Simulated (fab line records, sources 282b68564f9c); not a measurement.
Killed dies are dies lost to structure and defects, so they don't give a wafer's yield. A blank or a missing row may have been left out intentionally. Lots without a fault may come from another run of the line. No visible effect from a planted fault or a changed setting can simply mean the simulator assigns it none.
fab line records ; flow rit_cmos
record: lots: 6; wafers: 18; last_day: 7
route steps=202 shown NLDD@110 PLDD@114 SPACER@125 NSD@131 PSD@142 M1@202
lots with no fault: from the same line, run without faults
start_h: start of the lot's first displayed wafer, in hours after the record's first day ; wait_h: hours since the lot's step before ; " unchanged from the row above ; L1.1+2: one row covering several wafers at once ; - no value, or no start was given ; * or withheld: withheld ; < > ~ a bound
route shown NAME@n: NAME is a module with steps in the file, n the number in the route of the first one ; usual: mean/standard deviation of fault-free wafers ; same: alike in all rows ; chamber/n: place in a boat ; sites: the reading at each site ; _std_site: the values' standard deviation ; _edge_site: outer sites' mean less inner sites' ; radius_mm: how far each site lies from the wafer's centre ; mask NAME#n: copy n ; behind: the tool/chamber that last shaped the wafer ; hold: why the lot went on hold/how many hours it stayed there/how the hold came to an end ; device: the transistor (n, p or np) that didn't switch ; end of line: tests run on the same wafers once the route is complete ; for a step that has no rows: nothing shown but its recipe ; killed: dies lost to structure and defects at the first sort, not the wafer's yield ; map: a wafer's dies, x killed, . not, _ none there
set.NAME: setting as actually run; set.NAME@STEP: the setting as run at that earlier step ; model.NAME: the simulator's own value behind a step, which no gauge read
certain route steps with their lots: each step a table, each wafer a row
services: when a tool's chamber went out of use (start_h, in hours from the record's first day, below 0 if earlier), for how many hours, and the reason
== steps ==
step: RIT_NLDD_HARDBAKE_07
recipe: resist: NOVOLAK; temp_c: 140; time_s: 60
step: RIT_NLDD_IMPLANT_08
recipe: species: P; energy_kev: 19.67; dose_cm2: 5e+14; tilt_deg: 7
step: RIT_NLDD_STRIP_09
recipe: chemistry: O2; time_s: 180; resist: NOVOLAK; platen_temp_c: withheld; power_w: 500; pressure_mtorr: 4000; o2_flow_sccm: 4000
usual: drypump_motor_current_A: 5.72/0.28
lot.wafer;tool;chamber;start_h;wait_h;drypump_motor_current_A;rf_hours_counter_h
L381.1;plasma_asher-02;0;50.41;0.1;5.71;41
L381.4;plasma_asher-02;0;50.41;0.1;5.70;-
L381.5;plasma_asher-02;0;50.41;0.1;5.72;-
L382.2;plasma_asher-02;1;57.07;0.1;5.88;42
L382.3;plasma_asher-02;1;57.07;0.1;5.83;-
L382.5;plasma_asher-02;1;57.07;0.1;5.83;-
L397.1;plasma_asher-04;0;128.85;0.1;5.02;34
L397.3;plasma_asher-04;0;128.85;0.1;5.02;-
L397.6;plasma_asher-04;1;128.85;0.1;5.52;-
L399.1;plasma_asher-04;0;140.83;0.1;5.02;35
L399.4;plasma_asher-04;1;140.83;0.1;5.55;-
L399.5;plasma_asher-04;0;140.83;0.1;5.02;-
L400.4;plasma_asher-04;1;147.04;0.1;5.55;-
L400.5;plasma_asher-04;1;147.04;0.1;5.56;-
L400.6;plasma_asher-04;0;147.04;0.1;5.02;-
L402.2;plasma_asher-02;1;157.75;0.1;5.87;53
L402.5;plasma_asher-02;1;157.75;0.1;5.87;-
L402.6;plasma_asher-02;0;157.75;0.1;5.72;-
step: RIT_NLDD_TW_MEAS_10
usual: NLDD_TW: 2466/21
lot.wafer;tool;chamber;start_h;wait_h;NLDD_TW
L381.1;film_metro-02;-;50.58;0.1;2494
L381.4;film_metro-02;-;50.58;0.1;2475
L381.5;film_metro-02;-;50.58;0.1;2492
L382.2;film_metro-03;-;57.25;0.1;2452
L382.3;film_metro-03;-;57.25;0.1;2457
L382.5;film_metro-03;-;57.25;0.1;2444
L397.1;film_metro-02;-;129.03;0.1;2477
L397.3;film_metro-02;-;129.03;0.1;2461
L397.6;film_metro-02;-;129.03;0.1;2471
L399.1;film_metro-03;-;141.01;0.1;2427
L399.4;film_metro-03;-;141.01;0.1;2423
L399.5;film_metro-03;-;141.01;0.1;2425
L400.4;film_metro-04;-;147.18;0.1;2484
L400.5;film_metro-04;-;147.18;0.1;2468
L400.6;film_metro-04;-;147.18;0.1;2473
L402.2;film_metro-04;-;157.93;0.1;2482
L402.5;film_metro-04;-;157.93;0.1;2485
L402.6;film_metro-04;-;157.93;0.1;2472
step: RIT_PLDD_HMDS_00
recipe: prime_time_s: 60; prime_temp_c: 140
step: RIT_PLDD_COAT_01
recipe: resist: NOVOLAK; spin_rpm: 3250; resist_thk_nm: 1000
step: RIT_PLDD_SOFTBAKE_02
recipe: resist: NOVOLAK; temp_c: 90; time_s: 60
step: RIT_PLDD_EXPOSE_03
recipe: mask_id: M8; na: 0.57; target_cd_nm: 40900; dose_mj: 250
step: RIT_PLDD_PEB_04
recipe: resist: NOVOLAK; temp_c: withheld; time_s: withheld
step: RIT_PLDD_DEVELOP_05
recipe: resist: NOVOLAK; develop_time_s: 50; dev_temp_c: 23
step: RIT_PLDD_OVL_MEAS_06
usual: PLDD_OVL: 0.1/1.3
lot.wafer;tool;chamber;start_h;wait_h;PLDD_OVL[nm]
L381.1;overlay-02;-;51.62;-;-0.1
L381.4;overlay-02;-;51.62;-;-1.6
L381.5;overlay-02;-;51.62;-;-0.8
L382.2;overlay-02;-;58.19;-;-0.9
L382.3;overlay-02;-;58.19;-;-0.3
L382.5;overlay-02;-;58.19;-;-0.4
L397.1;overlay-01;-;130.06;-;-0.3
L397.3;overlay-01;-;130.06;-;0.5
L397.6;overlay-01;-;130.06;-;-1.6
L399.1;overlay-01;-;142.04;-;0.1
L399.4;overlay-01;-;142.04;-;0.2
L399.5;overlay-01;-;142.04;-;0.0
L400.4;overlay-02;-;148.35;-;1.1
L400.5;overlay-02;-;148.35;-;3.4
L400.6;overlay-02;-;148.35;-;1.9
L402.2;overlay-01;-;158.84;-;0.8
L402.5;overlay-01;-;158.84;-;3.1
L402.6;overlay-01;-;158.84;-;2.4
step: RIT_PLDD_HARDBAKE_07
recipe: resist: NOVOLAK; temp_c: 141.2; time_s: 60
step: RIT_PLDD_IMPLANT_08
recipe: species: BF2; energy_kev: 20; dose_cm2: 9e+14; tilt_deg: 7
usual: faraday_current_uA: 2823/57
lot.wafer;tool;chamber;start_h;wait_h;faraday_current_uA
L381.1;implanter-03;0;51.80;0.1;2841
L381.4;implanter-03;0;51.80;0.1;2871
L381.5;implanter-03;0;51.80;0.1;2825
L382.2;implanter-02;0;58.39;0.1;2752
L382.3;implanter-02;0;58.39;0.1;2788
L382.5;implanter-02;0;58.39;0.1;2773
L397.1;implanter-03;0;130.25;0.1;2844
L397.3;implanter-03;0;130.25;0.1;2894
L397.6;implanter-03;0;130.25;0.1;2847
L399.1;implanter-03;0;142.23;0.1;2882
L399.4;implanter-03;0;142.23;0.1;2825
L399.5;implanter-03;0;142.23;0.1;2906
L400.4;implanter-02;0;148.60;0.1;2796
L400.5;implanter-02;0;148.60;0.1;2874
L400.6;implanter-02;0;148.60;0.1;2795
L402.2;implanter-02;0;159.04;0.1;2850
L402.5;implanter-02;0;159.04;0.1;2866
L402.6;implanter-02;0;159.04;0.1;2761
step: RIT_PLDD_STRIP_09
recipe: chemistry: O2; time_s: 180; resist: NOVOLAK; platen_temp_c: withheld; power_w: 500; pressure_mtorr: 4000; o2_flow_sccm: 4000
usual: drypump_motor_current_A: 5.7/0.37
lot.wafer;tool;chamber;start_h;wait_h;drypump_motor_current_A;rf_hours_counter_h
L381.1;plasma_asher-01;0;51.95;0.1;6.1;40
L381.4;plasma_asher-01;0;51.95;0.1;6.1;-
L381.5;plasma_asher-01;0;51.95;0.1;6.1;-
L382.2;plasma_asher-03;0;58.52;0.1;5.7;41
L382.3;plasma_asher-03;0;58.52;0.1;5.7;-
L382.5;plasma_asher-03;1;58.52;0.1;6.0;-
L397.1;plasma_asher-03;0;130.40;0.1;5.7;49
L397.3;plasma_asher-03;0;130.40;0.1;5.7;-
L397.6;plasma_asher-03;1;130.40;0.1;6.0;-
L399.1;plasma_asher-03;0;142.38;0.1;5.7;50
L399.4;plasma_asher-03;1;142.38;0.1;6.1;-
L399.5;plasma_asher-03;1;142.38;0.1;6.1;-
L400.4;plasma_asher-04;0;148.73;0.1;5.0;-
L400.5;plasma_asher-04;1;148.73;0.1;5.5;-
L400.6;plasma_asher-04;0;148.73;0.1;5.0;-
L402.2;plasma_asher-03;1;159.17;0.1;6.0;52
L402.5;plasma_asher-03;1;159.17;0.1;6.0;-
L402.6;plasma_asher-03;0;159.17;0.1;5.7;-
step: RIT_PLDD_TW_MEAS_10
usual: PLDD_TW: 2338/21
lot.wafer;tool;chamber;start_h;wait_h;PLDD_TW
L381.1;film_metro-03;-;52.13;0.1;2324
L381.4;film_metro-03;-;52.13;0.1;2314
L381.5;film_metro-03;-;52.13;0.1;2335
L382.2;film_metro-03;-;58.70;0.1;2331
L382.3;film_metro-03;-;58.70;0.1;2314
L382.5;film_metro-03;-;58.70;0.1;2330
L397.1;film_metro-04;-;130.57;0.1;2315
L397.3;film_metro-04;-;130.57;0.1;2314
L397.6;film_metro-04;-;130.57;0.1;2309
L399.1;film_metro-04;-;142.55;0.1;2321
L399.4;film_metro-04;-;142.55;0.1;2322
L399.5;film_metro-04;-;142.55;0.1;2320
L400.4;film_metro-04;-;148.88;0.1;2347
L400.5;film_metro-04;-;148.88;0.1;2365
L400.6;film_metro-04;-;148.88;0.1;2348
L402.2;film_metro-04;-;159.35;0.1;2342
L402.5;film_metro-04;-;159.35;0.1;2344
L402.6;film_metro-04;-;159.35;0.1;2346
step: RIT_SPACER_CLEAN_00
recipe: chemistry: SC1; mix: 3:3:50; time_s: 600; temp_c: 75
step: RIT_SPACER_CLEAN_01
recipe: chemistry: dHF; dilution: 50:1; time_s: 30
step: RIT_SPACER_CLEAN_02
recipe: chemistry: SC2; mix: 3:3:50; time_s: 600; temp_c: 75; dry: n2_spin
step: RIT_SPACER_CVD_03
recipe: material: Si3N4; target_thk_nm: 250; temp_c: 810; precursor: SiH2Cl2/NH3; time_s: 3300; pressure_mtorr: 300; sih2cl2_flow_sccm: 60; nh3_flow_sccm: 150
step: RIT_SPACER_THK_MEAS_04
recipe: reads: Si3N4_of_SPACER_CVD_03
usual: SPACER_NITRIDE_THK: 249.0/2.6
lot.wafer;tool;chamber;start_h;wait_h;SPACER_NITRIDE_THK[nm]
L381.1;film_metro-04;-;55.43;0.0;251.0
L381.4;film_metro-04;-;55.43;0.0;250.8
L381.5;film_metro-04;-;55.43;0.0;253.9
L382.2;film_metro-03;-;62.01;0.0;251.9
L382.3;film_metro-03;-;62.01;0.0;250.7
L382.5;film_metro-03;-;62.01;0.0;251.6
L397.1;film_metro-03;-;132.95;0.0;246.4
L397.3;film_metro-03;-;132.95;0.0;248.2
L397.6;film_metro-03;-;132.95;0.0;247.4
L399.1;film_metro-03;-;145.45;0.0;250.3
L399.4;film_metro-03;-;145.45;0.0;251.3
L399.5;film_metro-03;-;145.45;0.0;248.9
L400.4;film_metro-03;-;151.25;0.0;246.9
L400.5;film_metro-03;-;151.25;0.0;249.8
L400.6;film_metro-03;-;151.25;0.0;249.9
L402.2;film_metro-01;-;161.71;0.0;253.6
L402.5;film_metro-01;-;161.71;0.0;251.7
L402.6;film_metro-01;-;161.71;0.0;253.1
step: RIT_SPACER_ETCHBACK_05
recipe: target_depth_a: 2500; SF6_flow_sccm: 30; CHF3_flow_sccm: 30; target: Si3N4; chemistry: SF6/CHF3; pressure_mtorr: 40; rf_w: 250; time_s: 240; stop_on: SiO2
usual: drypump_motor_current_A: 5.8/0.5; oes_product_au: 0.842/0.015; throttle_valve_pct: 10.29/0.15
lot.wafer;tool;chamber;start_h;wait_h;drypump_motor_current_A;oes_product_au;rf_hours_counter_h;throttle_valve_pct
L381.1;rie_diel-04;3;55.49;0.1;6.0;0.865;94;10.29
L381.4;rie_diel-04;0;55.49;0.1;5.9;0.826;-;10.02
L381.5;rie_diel-04;2;55.49;0.1;6.3;0.839;-;10.36
L382.2;rie_diel-01;1;62.06;0.0;5.7;0.844;131;10.57
L382.3;rie_diel-01;0;62.06;0.0;6.6;0.837;3;10.16
L382.5;rie_diel-01;2;62.06;0.0;5.4;0.850;-;10.11
L397.1;rie_diel-04;0;133.01;0.1;5.9;0.809;127;10.01
L397.3;rie_diel-04;3;133.01;0.1;6.0;0.859;96;10.29
L397.6;rie_diel-04;3;133.01;0.1;6.0;0.852;-;10.28
L399.1;rie_diel-03;3;145.51;0.1;4.8;0.863;67;10.34
L399.4;rie_diel-03;2;145.51;0.1;6.2;0.855;9;10.17
L399.5;rie_diel-03;3;145.51;0.1;4.8;0.861;-;10.33
L400.4;rie_diel-04;3;151.28;0.0;6.1;0.842;96;10.30
L400.5;rie_diel-04;1;151.28;0.0;5.6;0.870;-;10.32
L400.6;rie_diel-04;0;151.28;0.0;5.9;0.814;-;10.02
L402.2;rie_diel-01;3;161.76;0.0;5.0;0.854;12;10.35
L402.5;rie_diel-01;1;161.76;0.0;5.7;0.838;-;10.57
L402.6;rie_diel-01;0;161.76;0.0;6.6;0.853;-;10.17
step: RIT_NSD_HMDS_00
recipe: prime_time_s: 60; prime_temp_c: 140
step: RIT_NSD_COAT_01
recipe: resist: NOVOLAK; spin_rpm: 3250; resist_thk_nm: 1000
step: RIT_NSD_SOFTBAKE_02
recipe: resist: NOVOLAK; temp_c: 90; time_s: 60
step: RIT_NSD_EXPOSE_03
recipe: mask_id: M9; na: 0.57; target_cd_nm: 40700; dose_mj: 250
step: RIT_NSD_PEB_04
recipe: resist: NOVOLAK; temp_c: withheld; time_s: withheld
step: RIT_NSD_DEVELOP_05
recipe: resist: NOVOLAK; develop_time_s: 50; dev_temp_c: 23
step: RIT_NSD_OVL_MEAS_06
usual: NSD_OVL: 0.3/1.2
lot.wafer;tool;chamber;start_h;wait_h;NSD_OVL[nm]
L381.1;overlay-02;-;56.62;-;2.3
L381.4;overlay-02;-;56.62;-;0.5
L381.5;overlay-02;-;56.62;-;2.2
L382.2;overlay-02;-;63.19;-;0.4
L382.3;overlay-02;-;63.19;-;-0.3
L382.5;overlay-02;-;63.19;-;0.1
L397.1;overlay-01;-;134.16;-;0.4
L397.3;overlay-01;-;134.16;-;-1.3
L397.6;overlay-01;-;134.16;-;-2.1
L399.1;overlay-01;-;146.51;-;-1.1
L399.4;overlay-01;-;146.51;-;0.1
L399.5;overlay-01;-;146.51;-;-0.4
L400.4;overlay-01;-;152.31;-;0.5
L400.5;overlay-01;-;152.31;-;-0.5
L400.6;overlay-01;-;152.31;-;0.4
L402.2;overlay-02;-;162.81;-;1.8
L402.5;overlay-02;-;162.81;-;0.8
L402.6;overlay-02;-;162.81;-;0.5
step: RIT_NSD_HARDBAKE_07
recipe: resist: NOVOLAK; temp_c: 140; time_s: 60
step: RIT_NSD_IMPLANT_08
recipe: species: P; energy_kev: 25; dose_cm2: 1e+15; tilt_deg: 7
step: RIT_NSD_STRIP_09
recipe: chemistry: O2; time_s: 180; resist: NOVOLAK; platen_temp_c: withheld; power_w: 500; pressure_mtorr: 4000; o2_flow_sccm: 4000
usual: drypump_motor_current_A: 5.84/0.17
lot.wafer;tool;chamber;start_h;wait_h;drypump_motor_current_A;rf_hours_counter_h
L381.1;plasma_asher-03;0;56.95;0.1;5.70;41
L381.4;plasma_asher-03;1;56.95;0.1;6.05;-
L381.5;plasma_asher-03;1;56.95;0.1;6.07;-
L382.2;plasma_asher-02;0;63.52;0.1;5.72;42
L382.3;plasma_asher-02;0;63.52;0.1;5.70;-
L382.5;plasma_asher-02;1;63.52;0.1;5.87;-
L397.1;plasma_asher-02;1;134.50;0.1;5.86;50
L397.3;plasma_asher-02;0;134.50;0.1;5.72;-
L397.6;plasma_asher-02;0;134.50;0.1;5.72;-
L399.1;plasma_asher-02;0;146.84;0.1;5.74;51
L399.4;plasma_asher-02;1;146.84;0.1;5.89;-
L399.5;plasma_asher-02;1;146.84;0.1;5.88;-
L400.4;plasma_asher-01;0;152.69;0.1;6.11;-
L400.5;plasma_asher-01;0;152.69;0.1;6.12;-
L400.6;plasma_asher-01;1;152.69;0.1;5.63;-
L402.2;plasma_asher-02;1;163.14;0.1;5.90;53
L402.5;plasma_asher-02;1;163.14;0.1;5.86;-
L402.6;plasma_asher-02;0;163.14;0.1;5.72;-
step: RIT_NSD_TW_MEAS_10
usual: NSD_TW: 3106/27
lot.wafer;tool;chamber;start_h;wait_h;NSD_TW
L381.1;film_metro-03;-;57.13;0.1;3097
L381.4;film_metro-03;-;57.13;0.1;3082
L381.5;film_metro-03;-;57.13;0.1;3077
L382.2;film_metro-03;-;63.70;0.1;3082
L382.3;film_metro-03;-;63.70;0.1;3089
L382.5;film_metro-03;-;63.70;0.1;3089
L397.1;film_metro-02;-;134.67;0.1;3111
L397.3;film_metro-02;-;134.67;0.1;3110
L397.6;film_metro-02;-;134.67;0.1;3108
L399.1;film_metro-03;-;147.02;0.1;3045
L399.4;film_metro-03;-;147.02;0.1;3078
L399.5;film_metro-03;-;147.02;0.1;3080
L400.4;film_metro-02;-;152.84;0.1;3141
L400.5;film_metro-02;-;152.84;0.1;3136
L400.6;film_metro-02;-;152.84;0.1;3148
L402.2;film_metro-02;-;163.33;0.1;3105
L402.5;film_metro-02;-;163.33;0.1;3122
L402.6;film_metro-02;-;163.33;0.1;3137
step: RIT_PSD_HMDS_00
recipe: prime_time_s: 60; prime_temp_c: 141.1
step: RIT_PSD_COAT_01
recipe: resist: NOVOLAK; spin_rpm: 3250; resist_thk_nm: 1000
step: RIT_PSD_SOFTBAKE_02
recipe: resist: NOVOLAK; temp_c: 90; time_s: 60
step: RIT_PSD_EXPOSE_03
recipe: mask_id: M10; na: 0.57; target_cd_nm: 40900; dose_mj: 250
step: RIT_PSD_PEB_04
recipe: resist: NOVOLAK; temp_c: withheld; time_s: withheld
step: RIT_PSD_DEVELOP_05
recipe: resist: NOVOLAK; develop_time_s: 50; dev_temp_c: 23
step: RIT_PSD_OVL_MEAS_06
usual: PSD_OVL: 0.7/1.4
lot.wafer;tool;chamber;start_h;wait_h;PSD_OVL[nm]
L381.1;overlay-02;-;58.04;-;0.2
L381.4;overlay-02;-;58.04;-;2.3
L381.5;overlay-02;-;58.04;-;1.3
L382.2;overlay-02;-;64.73;-;-0.6
L382.3;overlay-02;-;64.73;-;-0.7
L382.5;overlay-02;-;64.73;-;0.1
L397.1;overlay-02;-;135.80;-;-0.4
L397.3;overlay-02;-;135.80;-;1.3
L397.6;overlay-02;-;135.80;-;1.0
L399.1;overlay-01;-;148.05;-;0.8
L399.4;overlay-01;-;148.05;-;0.7
L399.5;overlay-01;-;148.05;-;0.3
L400.4;overlay-02;-;153.86;-;-1.3
L400.5;overlay-02;-;153.86;-;-1.4
L400.6;overlay-02;-;153.86;-;-0.7
L402.2;overlay-01;-;164.23;-;-1.6
L402.5;overlay-01;-;164.23;-;0.3
L402.6;overlay-01;-;164.23;-;-0.9
step: RIT_PSD_HARDBAKE_07
recipe: resist: NOVOLAK; temp_c: 140; time_s: 60
step: RIT_PSD_IMPLANT_08
recipe: species: BF2; energy_kev: 27; dose_cm2: 5e+15; tilt_deg: 7
step: RIT_PSD_STRIP_09
recipe: chemistry: O2; time_s: 180; resist: NOVOLAK; platen_temp_c: withheld; power_w: 500; pressure_mtorr: 4000; o2_flow_sccm: 4000
usual: drypump_motor_current_A: 5.6/0.34
lot.wafer;tool;chamber;start_h;wait_h;drypump_motor_current_A;rf_hours_counter_h
L381.1;plasma_asher-02;0;58.37;0.1;5.7;42
L381.4;plasma_asher-02;0;58.37;0.1;5.7;-
L381.5;plasma_asher-02;0;58.37;0.1;5.7;-
L382.2;plasma_asher-01;0;65.06;0.1;6.1;41
L382.3;plasma_asher-01;1;65.06;0.1;5.6;-
L382.5;plasma_asher-01;1;65.06;0.1;5.6;-
L397.1;plasma_asher-01;0;136.14;0.1;6.1;2
L397.3;plasma_asher-01;0;136.14;0.1;6.1;-
L397.6;plasma_asher-01;0;136.14;0.1;6.1;-
L399.1;plasma_asher-02;1;148.47;0.1;5.9;52
L399.4;plasma_asher-02;0;148.47;0.1;5.8;-
L399.5;plasma_asher-02;0;148.47;0.1;5.7;-
L400.4;plasma_asher-02;1;154.24;0.1;5.9;-
L400.5;plasma_asher-02;1;154.24;0.1;5.9;-
L400.6;plasma_asher-02;0;154.24;0.1;5.7;-
L402.2;plasma_asher-02;1;164.56;0.1;5.9;53
L402.5;plasma_asher-02;0;164.56;0.1;5.7;-
L402.6;plasma_asher-02;1;164.56;0.1;5.9;-
step: RIT_SDANNEAL_RS_MEAS_06
recipe: thk_meas_gauge: four-point-probe
usual: PLDD_RS: 178.7/0.54
lot.wafer;tool;chamber;start_h;wait_h;PLDD_RS[ohm/sq]
L381.1;film_metro-03;-;59.31;0.1;178.0
L381.4;film_metro-03;-;59.31;0.1;178.2
L381.5;film_metro-03;-;59.31;0.1;177.7
L382.2;film_metro-03;-;66.02;0.1;178.2
L382.3;film_metro-03;-;66.02;0.1;178.4
L382.5;film_metro-03;-;66.02;0.1;178.5
L397.1;film_metro-02;-;137.41;0.1;184.8
L397.3;film_metro-02;-;137.41;0.1;184.8
L397.6;film_metro-02;-;137.41;0.1;185.0
L399.1;film_metro-03;-;149.58;0.1;185.7
L399.4;film_metro-03;-;149.58;0.1;185.2
L399.5;film_metro-03;-;149.58;0.1;185.9
L400.4;film_metro-03;-;155.17;0.1;179.3
L400.5;film_metro-03;-;155.17;0.1;179.2
L400.6;film_metro-03;-;155.17;0.1;179.2
L402.2;film_metro-04;-;165.59;0.1;178.6
L402.5;film_metro-04;-;165.59;0.1;178.5
L402.6;film_metro-04;-;165.59;0.1;178.5
step: RIT_M1_PROBE_99
usual: killed_at_contacts: 0.1/0.31; killed_at_front_end: 8/3.1; killed_dies: 8/3.2; killed_open: 3.9/2.2; killed_short: 3.8/2.1
same: gross_dies: 264; killed_at_M0_to_M3: 0; killed_at_M4_up: 0; killed_at_back_side: 0; killed_at_other: 0
lot.wafer;tool;chamber;start_h;wait_h;killed_at_contacts;killed_at_front_end;killed_dies;killed_open;killed_short;model.etest.pldd.rs_ohm_sq_range;model.etest.pldd.rs_ohm_sq_rim_less_centre;model.etest.pmos_0p15.drive_ua_um_range;model.etest.pmos_0p15.drive_ua_um_rim_less_centre;model.etest.pmos_0p15.vt_v_range
L381.1;prober-01;-;66.49;0.1;0;3;3;2;1;13.39;1.576;3.519;-0.4551;0.002961
L381.4;prober-01;-;66.64;0.2;0;2;2;1;1;10.86;-5.763;3.339;1.52;0.005272
L381.5;prober-01;-;66.69;0.2;0;9;9;4;5;5.631;-1.177;4.284;-2.797;0.004072
L382.2;prober-02;-;73.47;0.1;0;7;7;4;3;13.76;10.15;6.497;-1.393;0.00739
L382.3;prober-02;-;73.52;0.2;1;10;11;7;4;8.465;-0.5322;3.523;-0.5417;0.004993
L382.5;prober-02;-;73.62;0.2;0;10;10;5;5;16.11;12.18;5.985;-1.797;0.00724
L397.1;prober-01;-;144.93;0.1;0;5;5;4;1;124.6;29.86;19.75;-4.069;0.01857
L397.3;prober-01;-;145.03;0.2;0;9;9;3;6;126.4;33.16;18.6;-4.035;0.01839
L397.6;prober-01;-;145.18;0.2;0;13;13;9;4;122.8;28.41;18.64;-2.503;0.0136
L399.1;prober-01;-;156.98;0.1;0;3;3;1;2;127.5;31.57;17.8;-5.828;0.01948
L399.4;prober-01;-;157.13;0.2;0;9;9;5;4;125.4;28.59;18.79;-2.1;0.02145
L399.5;prober-01;-;157.18;0.2;0;12;12;2;10;129;36.39;19.6;-4.289;0.01993
L400.4;prober-02;-;162.47;0.2;0;2;2;1;1;6.627;4.419;3.229;1.815;0.006226
L400.5;prober-02;-;162.52;0.2;0;4;4;0;4;8.299;1.453;4.657;-3.308;0.005217
L400.6;prober-02;-;162.57;0.2;0;5;5;3;2;7.057;0.4695;3.031;0.849;0.004338
L402.2;prober-02;-;172.85;0.1;0;5;5;4;1;8.273;3.705;4.272;2.969;0.005986
L402.5;prober-02;-;173.00;0.2;0;6;6;2;4;9.35;7.073;7.14;-0.4134;0.005424
L402.6;prober-02;-;173.05;0.2;0;6;6;3;3;8.151;6.496;3.193;0.1828;0.006088
killed by level:class
L381.1 FOX1:geometric_particle:short=1 REOX:geometric_particle:open=1 SILICIDE:geometric_particle:open=1
L381.4 GATE:geometric_particle:open=1 GATE:geometric_particle:short=1
L381.5 GATE:geometric_particle:open=3 SILICIDE:geometric_particle:short=3 FOX1:geometric_particle:short=1 GATE:geometric_particle:short=1 SILICIDE:geometric_particle:open=1
L382.2 GATE:geometric_particle:open=2 FOX2:geometric_particle:short=1 REOX:geometric_particle:open=1 REOX:geometric_particle:short=1 SPACER:geometric_particle:open=1 SPACER:geometric_particle:short=1
L382.3 REOX:geometric_particle:open=2 SILICIDE:geometric_particle:open=2 FOX1:geometric_particle:short=1 GATE:geometric_particle:open=1 REOX:geometric_particle:short=1 SPACER:geometric_particle:open=1 SPACER:geometric_particle:short=1 SILICIDE:geometric_particle:short=1
L382.5 SPACER:geometric_particle:open=3 SPACER:geometric_particle:short=2 FOX1:geometric_particle:short=1 GATE:geometric_particle:short=1 GATE:geometric_particle:open=1 REOX:geometric_particle:open=1 REOX:geometric_particle:short=1
L397.1 FOX1:geometric_particle:open=2 FOX1:geometric_particle:short=1 GATE:geometric_particle:open=1 REOX:geometric_particle:open=1
L397.3 REOX:geometric_particle:short=2 SILICIDE:geometric_particle:short=2 FOX1:geometric_particle:open=1 FOX2:geometric_particle:open=1 GATE:geometric_particle:open=1 GATE:geometric_particle:short=1 SPACER:geometric_particle:short=1
L397.6 GATE:geometric_particle:open=6 GATE:geometric_particle:short=2 SILICIDE:geometric_particle:open=2 FOX1:geometric_particle:open=1 FOX2:geometric_particle:short=1 SPACER:geometric_particle:short=1
L399.1 FOX1:geometric_particle:open=1 FOX1:geometric_particle:short=1 SPACER:geometric_particle:short=1
L399.4 GATE:geometric_particle:open=3 SPACER:geometric_particle:short=2 FOX1:geometric_particle:open=1 FOX1:geometric_particle:short=1 GATE:geometric_particle:short=1 SPACER:geometric_particle:open=1
L399.5 GATE:geometric_particle:short=6 FOX1:geometric_particle:short=2 FOX2:geometric_particle:short=1 FOX2:geometric_particle:open=1 GATE:geometric_particle:open=1 SPACER:geometric_particle:short=1
L400.4 SPACER:geometric_particle:open=1 SILICIDE:geometric_particle:short=1
L400.5 FOX1:geometric_particle:short=2 GATE:geometric_particle:short=1 REOX:geometric_particle:short=1
L400.6 GATE:geometric_particle:open=2 FOX1:geometric_particle:open=1 GATE:geometric_particle:short=1 REOX:geometric_particle:short=1
L402.2 FOX1:geometric_particle:open=2 ACTIVE:geometric_particle:short=1 FOX2:geometric_particle:open=1 REOX:geometric_particle:open=1
L402.5 SPACER:geometric_particle:short=3 FOX1:geometric_particle:short=1 FOX2:geometric_particle:open=1 SPACER:geometric_particle:open=1
L402.6 FOX1:geometric_particle:short=2 SPACER:geometric_particle:open=2 REOX:geometric_particle:open=1 REOX:geometric_particle:short=1
== services ==
tool;chamber;start_h;hours;kind
rie_diel-04;2;39.09;4.6;repair
rie_diel-04;1;43.79;6.4;repair
rie_diel-03;0;48.54;3.1;repair
plasma_asher-01;-;55.06;1.2;repair
implanter-03;-;57.50;1.7;repair
implanter-03;-;65.47;4.7;pm
implanter-03;-;70.16;3.2;pm
plasma_asher-02;-;72.75;2.8;pm
rie_diel-03;0;83.63;2.8;repair
implanter-03;-;84.58;10.2;repair
rie_diel-04;1;89.53;1.7;repair
rie_diel-04;-;91.82;2.8;pm
rie_diel-04;0;99.78;12.5;repair
plasma_asher-01;-;108.90;9.0;pm
plasma_asher-01;0;108.90;9.0;vent_cycle
plasma_asher-01;1;108.90;9.0;vent_cycle
rie_diel-01;2;113.30;7.1;repair
plasma_asher-01;0;117.90;-;clean
rie_diel-01;3;118.74;1.6;repair
implanter-02;-;121.27;6.1;repair
plasma_asher-04;-;132.08;5.2;repair
rie_diel-01;0;144.86;6.6;repair
rie_diel-04;3;152.95;2.2;repair
rie_diel-04;1;158.68;1.5;repair
== key ==
first_sign: step: RIT_SDANNEAL_RS_MEAS_06; reading: PLDD_RS; direction: up; sigmas: 12; usual: 178.7; struck: 185.2
effect none on later readings
model_effect: step: RIT_M1_PROBE_99; value: etest.pldd.rs_ohm_sq_range; without: 7.904; struck: 126
met_at RIT_PLDD_IMPLANT_08
struck_wafers L397.1,L397.3,L397.6,L399.1,L399.4,L399.5
tester_left_out L397,L399
onset_between 51.80 130.25
fault: kind: process_parameter_drift; tool: implanter-03; chamber: -; onset_h: 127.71; steps: RIT_PLDD_IMPLANT_08; channel: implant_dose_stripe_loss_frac; offset: 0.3; shape: step; end_h: 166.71
tester_left_out: of these lots the tester's yield and bins aren't shown, on N5 and GAA mostly nor the transistor test; their killed dies are dies lost to structure and defects alone, not to doping, threshold or leakage, so they don't give the yield
